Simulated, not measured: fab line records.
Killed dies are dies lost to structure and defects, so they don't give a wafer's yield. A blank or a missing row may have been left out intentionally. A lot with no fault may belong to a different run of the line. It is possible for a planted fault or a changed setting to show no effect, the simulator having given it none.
A lot that was struck, set against a sound lot ; flow berkeley cmos170 ; 15 steps out of a route of 331
Sound: these wafers, L147.1, L147.2, L147.4. Struck: wafers L154.1, L154.3, L154.4. The cause comes at the end.
Per side, at each step with rows, come the tool, then ch with its chambers, and then its first start. Under that, the readings that differ: sound wafers ; struck wafers ; difference of the means ; sigmas: that difference in standard deviations of wafers without a fault.
alike: readings with means less than 2 such deviations apart, plus words and numbers identical on both sides. not compared: withheld readings, readings lacking a value on some wafer, bounds such as >300 that could conceal the same value, and numbers that have no deviation in the record and whose values overlap.
Wherever a step has rows on one side only, a row that says differs or no value, or a row with sigmas, the two part there. Non-overlapping numbers with no deviation appear without sigmas and do not part them. A reading missing from all wafers of one side parts the sides only when that side holds two or more wafers.

UCB170_V2_CMP_02: polishes SiO2.
  sound on cmp-02 ch 0,1,2, day 9 09:53; struck on cmp-02 ch 0,1,3, day 11 03:07
  alike: head pressure psi, motor current A
UCB170_V2_BOW_MEAS_03:
  sound: film metro-04 at day 9 10:11; struck: film metro-03 at day 11 03:25
  alike: V2_BOW
UCB170_V2_THK_MEAS_04:
  sound: film metro-04 at day 9 10:19; struck: film metro-03 at day 11 03:32
  alike: V2_POLISHED_THK
then, 7 steps without rows for these wafers: UCB170_V2_CLEAN_05 (cleans in DIW); UCB170_V2_HMDS_06 (prime time 60 s); UCB170_V2_COAT_07 (resist thk 900 nm); UCB170_V2_SOFTBAKE_08 (time 60 s); UCB170_V2_EXPOSE_09 (exposes mask VIA2, target cd 700 nm); UCB170_V2_PEB_10; UCB170_V2_DEVELOP_11 (develop time 45 s).
UCB170_V2_CD_MEAS_12 targets a cd of 700 nm.
  sound: cd sem-02 at day 9 11:38; struck: cd sem-02 at day 11 04:44
  alike: cd nm
UCB170_V2_OVL_MEAS_13:
  sound: overlay-01 at day 9 11:45; struck: overlay-01 at day 11 04:52
  alike: V2_OVL
UCB170_V2_ETCH_14: etches SiO2 in CHF3/CF4/Ar, stops on Al, target depth 1250 nm, time 291 s.
  sound on rie diel-02 ch 0,1,2, day 9 11:47; struck on rie diel-03 ch 1,2,3, day 11 04:54
reading;sound;struck;difference;sigmas
oes product au (a.u.);0.896 0.857 0.879;0.837 0.842 0.832;-0.040;-4
over etch frac;0.25 0.25 0.25;0.35875 0.35875 0.35875;+0.10875;
model.KrF_of_V2_COAT_07.thk nm (nm);604.2 612.3 614.9;593.1 594.1 587.1;-19.0;
  alike: drypump motor current A, throttle valve pct
  not compared: rf hours counter h
UCB170_V2_STRIP_15: strips in O2.
  sound on plasma asher-04 ch 0,1, day 9 11:58; struck on plasma asher-02 ch 0,1, day 11 05:05
reading;sound;struck;difference;sigmas
strip time to endpoint s (s);15.16 15.37 15.43;14.91 14.93 14.77;-0.45;-4
  alike: drypump motor current A, oes product au
  not compared: rf hours counter h
UCB170_V2_CD_MEAS_90 targets a cd of 700 nm.
  sound: cd sem-01 at day 9 12:04; struck: cd sem-02 at day 11 05:11
  alike: cd nm

== WHERE THEY PART ==
Last at UCB170_V2_STRIP_15 as far as this record goes, first at UCB170_V2_ETCH_14. Later steps at which nothing parts them and some readings are alike: UCB170_V2_CD_MEAS_90.

WHY: what the simulator had put in
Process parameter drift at UCB170_V2_ETCH_14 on rie diel-03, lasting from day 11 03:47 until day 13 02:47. From 0.25, the setting over etch frac moved by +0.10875. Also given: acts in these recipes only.
